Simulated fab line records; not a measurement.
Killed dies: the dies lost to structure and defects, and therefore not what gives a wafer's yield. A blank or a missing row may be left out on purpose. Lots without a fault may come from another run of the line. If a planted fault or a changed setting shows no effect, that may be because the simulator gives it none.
fab line records	flow berkeley_cmos170	part 2 of 2: steps 31 to 41 of 41
record: lots: 5	wafers: 15	last_day: 13
route steps=331 shown V1@269 M2@271 V2@292 M3@309
lots with no fault: from the same line, run without faults
start_h: hours from the record's opening day to when the first of the lot's shown wafers began	wait_h: time in hours since the lot's previous step	" as in the row above	L1.1+2: one row covering several wafers at once	- no value present, or no start provided	* or withheld: withheld	< > ~ a bound
route shown NAME@n: NAME is a module with steps in the file, n the number in the route of the first one	usual: average and standard deviation across the fault-free wafers	same: alike in all rows	chamber/n: place in a boat	sites: the reading at each site	_std_site: standard deviation across them	_edge_site: mean of outer sites minus mean of inner sites	radius_mm: for every site, how far away it sits from the centre of the wafer	mask NAME#n: copy n	behind: the most recent tool/chamber to have shaped the wafer	hold: cause of the lot's hold/its duration in hours/its outcome	device: transistor that didn't switch, given as n, p or np	end of line: tests of these same wafers at the route's end	a step with no rows: only its recipe	killed: dies lost to structure and defects at the first sort, not the wafer's yield	map: the dies of a wafer, with x for killed, . for not killed, _ for no die there
set.NAME: the setting that was run; set.NAME@STEP: the one run at that earlier step	model.NAME: the simulator's own value behind a step, which no gauge read
lots at some steps of the route; a table a step, a row a wafer
services: the hour from which a tool's chamber was out of use, counted from the record's first day as start_h (under 0 if before that day), plus the number of hours and why
== steps ==
step: UCB170_V2_COAT_07
recipe: resist: KrF	spin_rpm: 1500	resist_thk_nm: 900
lot.wafer	tool	chamber	start_h	wait_h
L077.4+5+6	litho_track-04	0	200.75	0.1
L085.1+3+4	litho_track-04	0	247.56	0.1
L091.2+3+6	litho_track-04	0	271.64	0.1
L095.1+2+5	litho_track-01	0	286.92	0.1
L097.1+2+5	litho_track-04	0	304.25	0.1
step: UCB170_V2_SOFTBAKE_08
recipe: resist: KrF	temp_c: 130	time_s: 60
lot.wafer	tool	chamber	start_h	wait_h
L077.4+5+6	litho_track-04	0	200.90	0.1
L085.1+3+4	litho_track-04	0	247.71	0.1
L091.2+3+6	litho_track-04	0	271.79	0.1
L095.1+2+5	litho_track-01	0	287.07	0.1
L097.1+2+5	litho_track-04	0	304.40	0.1
step: UCB170_V2_EXPOSE_09
recipe: mask_id: VIA2	target_cd_nm: 700	na: 0.5	sigma_outer: 0.6	source_shape: conventional	dose_mj: 37
usual: stage_vel_mm_s: 500.06/0.23
lot.wafer	tool	chamber	start_h	wait_h	mask	stage_vel_mm_s
L077.4	krf_scanner-02	0	201.04	0.1	VIA2#0	500.13
L077.5	"	0	"	"	VIA2#0	499.94
L077.6	"	0	"	"	VIA2#0	500.06
L085.1	krf_scanner-02	0	247.98	0.2	VIA2#0	499.54
L085.3	"	0	"	"	VIA2#0	499.97
L085.4	"	0	"	"	VIA2#0	499.72
L091.2	krf_scanner-01	0	271.93	0.1	VIA2#0	500.14
L091.3	"	0	"	"	VIA2#0	500.43
L091.6	"	0	"	"	VIA2#0	499.88
L095.1	krf_scanner-01	0	287.35	0.2	VIA2#0	500.02
L095.2	"	0	"	"	VIA2#0	499.89
L095.5	"	0	"	"	VIA2#0	500.21
L097.1	krf_scanner-02	0	304.55	0.1	VIA2#0	500.02
L097.2	"	0	"	"	VIA2#0	499.90
L097.5	"	0	"	"	VIA2#0	499.99
step: UCB170_V2_PEB_10
recipe: peb_temp_c: 130	peb_time_s: withheld	resist: KrF
lot.wafer	tool	chamber	start_h	wait_h
L077.4+5+6	litho_track-02	0	201.29	0.2
L085.1+3+4	litho_track-01	0	248.13	0.1
L091.2+3+6	litho_track-01	0	272.13	0.2
L095.1+2+5	litho_track-01	0	287.63	0.3
L097.1+2+5	litho_track-04	0	304.83	0.3
step: UCB170_V2_DEVELOP_11
recipe: developer: TMAH	develop_time_s: 45	resist: KrF	dev_temp_c: 21
lot.wafer	tool	chamber	start_h	wait_h
L077.4+5+6	litho_track-02	0	-	-
L085.1+3+4	litho_track-01	0	-	-
L091.2+3+6	litho_track-01	0	-	-
L095.1+2+5	litho_track-01	0	-	-
L097.1+2+5	litho_track-04	0	-	-
step: UCB170_V2_CD_MEAS_12
recipe: target_cd_nm: 700
usual: cd_nm: 700.2/1.2
lot.wafer	tool	chamber	start_h	wait_h	cd_nm
L077.4	cd_sem-01	-	201.55	-	701.5
L077.5	"	-	"	"	699.4
L077.6	"	-	"	"	700.5
L085.1	cd_sem-02	-	248.40	-	700.0
L085.3	"	-	"	"	701.4
L085.4	"	-	"	"	699.8
L091.2	cd_sem-02	-	272.40	-	700.9
L091.3	"	-	"	"	700.9
L091.6	"	-	"	"	700.1
L095.1	cd_sem-01	-	287.91	-	702.8
L095.2	"	-	"	"	702.9
L095.5	"	-	"	"	702.1
L097.1	cd_sem-01	-	305.10	-	700.6
L097.2	"	-	"	"	700.3
L097.5	"	-	"	"	699.9
step: UCB170_V2_OVL_MEAS_13
usual: V2_OVL: 2/4.9
lot.wafer	tool	chamber	start_h	wait_h	V2_OVL[nm]
L077.4	overlay-02	-	201.63	0.1	2
L077.5	"	-	"	"	5
L077.6	"	-	"	"	6
L085.1	overlay-01	-	248.52	0.1	7
L085.3	"	-	"	"	5
L085.4	"	-	"	"	0
L091.2	overlay-01	-	272.50	0.1	1
L091.3	"	-	"	"	-2
L091.6	"	-	"	"	1
L095.1	overlay-01	-	288.03	0.1	16
L095.2	"	-	"	"	7
L095.5	"	-	"	"	7
L097.1	overlay-02	-	305.22	0.1	7
L097.2	"	-	"	"	3
L097.5	"	-	"	"	-2
step: UCB170_V2_ETCH_14
recipe: chemistry: CHF3/CF4/Ar	target: SiO2	stop_on: Al	CHF3_flow_sccm: 45	cf4_flow_sccm: 15	Ar_flow_sccm: 150	pressure_mtorr: 200	rf_w: 673.2	target_depth_a: 12500	over_etch_frac: 0.25	time_s: 291
usual: drypump_motor_current_A: 5.56/0.27	oes_product_au: 0.880/0.012	throttle_valve_pct: 6.91/0.088
lot.wafer	tool	chamber	start_h	wait_h	drypump_motor_current_A	oes_product_au	rf_hours_counter_h	throttle_valve_pct
L077.4	rie_diel-04	1	201.74	0.1	5.72	0.858	-	6.85
L077.5	"	0	"	"	5.39	0.873	-	6.89
L077.6	"	3	"	"	5.24	0.889	-	6.86
L085.1	rie_diel-02	2	248.56	0.0	5.61	0.898	100	6.89
L085.3	"	0	"	"	5.63	0.889	0	6.93
L085.4	"	1	"	"	5.87	0.868	89	6.89
L091.2	rie_diel-04	0	272.53	0.0	5.41	0.876	14	6.90
L091.3	"	1	"	"	5.73	0.869	121	6.85
L091.6	"	1	"	"	5.72	0.862	-	6.86
L095.1	rie_diel-03	0	288.06	0.0	5.33	0.872	106	6.95
L095.2	"	1	"	"	5.22	0.890	10	7.16
L095.5	"	1	"	"	5.21	0.889	-	7.17
L097.1	rie_diel-04	3	305.26	0.0	5.24	0.893	60	6.87
L097.2	"	2	"	"	5.15	0.875	5	6.96
L097.5	"	3	"	"	5.25	0.897	-	6.88
step: UCB170_V2_STRIP_15
recipe: chemistry: O2	power_w: 400	pressure_mtorr: 3500	platen_temp_c: withheld	o2_flow_sccm: 400	overash_fraction: 0.5
usual: drypump_motor_current_A: 5.7/0.59	oes_product_au: 0.722/0.0043	strip_time_to_endpoint_s: 15.43/0.18
lot.wafer	tool	chamber	start_h	wait_h	drypump_motor_current_A	oes_product_au	rf_hours_counter_h	strip_time_to_endpoint_s
L077.4	plasma_asher-04	1	201.86	0.0	4.8	0.723	-	15.74
L077.5	"	1	"	"	4.8	0.734	-	15.64
L077.6	"	0	"	"	6.4	0.722	-	15.19
L085.1	plasma_asher-01	0	248.74	0.1	6.0	0.726	56	15.46
L085.3	"	0	"	"	6.1	0.719	-	15.72
L085.4	"	1	"	"	6.3	0.721	-	15.29
L091.2	plasma_asher-03	1	272.71	0.1	5.2	0.718	59	15.56
L091.3	"	0	"	"	5.8	0.715	-	15.72
L091.6	"	1	"	"	5.3	0.722	-	15.74
L095.1	plasma_asher-03	1	288.24	0.1	5.2	0.726	61	15.56
L095.2	"	0	"	"	5.8	0.727	61	15.21
L095.5	"	1	"	"	5.2	0.720	-	15.28
L097.1	plasma_asher-04	0	305.44	0.1	6.3	0.725	48	15.12
L097.2	"	1	"	"	4.8	0.727	48	15.43
L097.5	"	1	"	"	4.8	0.720	-	15.18
step: UCB170_V2_CD_MEAS_90
recipe: target_cd_nm: 700
usual: cd_nm: 699.8/1.5
lot.wafer	tool	chamber	start_h	wait_h	cd_nm
L077.4	cd_sem-02	-	201.99	0.1	700.3
L077.5	"	-	"	"	699.3
L077.6	"	-	"	"	700.6
L085.1	cd_sem-01	-	248.84	0.1	698.5
L085.3	"	-	"	"	700.7
L085.4	"	-	"	"	698.6
L091.2	cd_sem-01	-	272.83	0.1	701.2
L091.3	"	-	"	"	700.9
L091.6	"	-	"	"	700.1
L095.1	cd_sem-02	-	288.41	0.1	702.4
L095.2	"	-	"	"	702.7
L095.5	"	-	"	"	702.8
L097.1	cd_sem-02	-	305.54	0.1	701.5
L097.2	"	-	"	"	699.6
L097.5	"	-	"	"	700.3
step: UCB170_M3_PRE_CLEAN_00
recipe: gas: Ar	preclean_etch_time_s: 60
lot.wafer	tool	chamber	start_h	wait_h
L077.4+5+6	pvd_sputter-03	-	202.05	0.0
L085.1+3+4	pvd_sputter-04	-	248.96	0.1
L091.2+3+6	pvd_sputter-02	-	272.93	0.1
L095.1+2+5	pvd_sputter-03	-	288.53	0.1
L097.1+2+5	pvd_sputter-02	-	305.66	0.1
== services ==
tool	chamber	start_h	hours	kind
rie_diel-03	0	171.56	7.7	repair
pecvd-03	1	172.37	5.1	repair
cmp-01	-	186.59	5.8	pm
rie_diel-03	3	192.52	10.9	repair
krf_scanner-02	-	206.91	2.4	repair
krf_scanner-02	-	210.05	1.0	pm
rie_diel-01	0	213.30	2.4	repair
rie_diel-04	2	219.09	7.4	repair
cmp-02	-	232.00	4.0	pm
krf_scanner-01	-	232.13	1.3	pm
krf_scanner-01	-	238.00	1.0	pm
plasma_asher-01	-	239.62	2.4	repair
cmp-02	-	242.82	4.8	repair
pvd_sputter-02	-	244.69	8.2	repair
rie_diel-03	1	251.21	32.0	repair
rie_diel-04	0	254.83	13.4	repair
cmp-02	-	255.11	5.9	pm
plasma_asher-02	-	258.69	19.1	repair
pvd_sputter-01	-	261.43	0.7	repair
cmp-01	-	267.60	1.1	repair
rie_metal-03	0	269.34	1.3	repair
cmp-01	-	272.96	1.0	repair
rie_diel-03	0	293.34	2.5	repair
cmp-01	-	297.24	0.6	repair
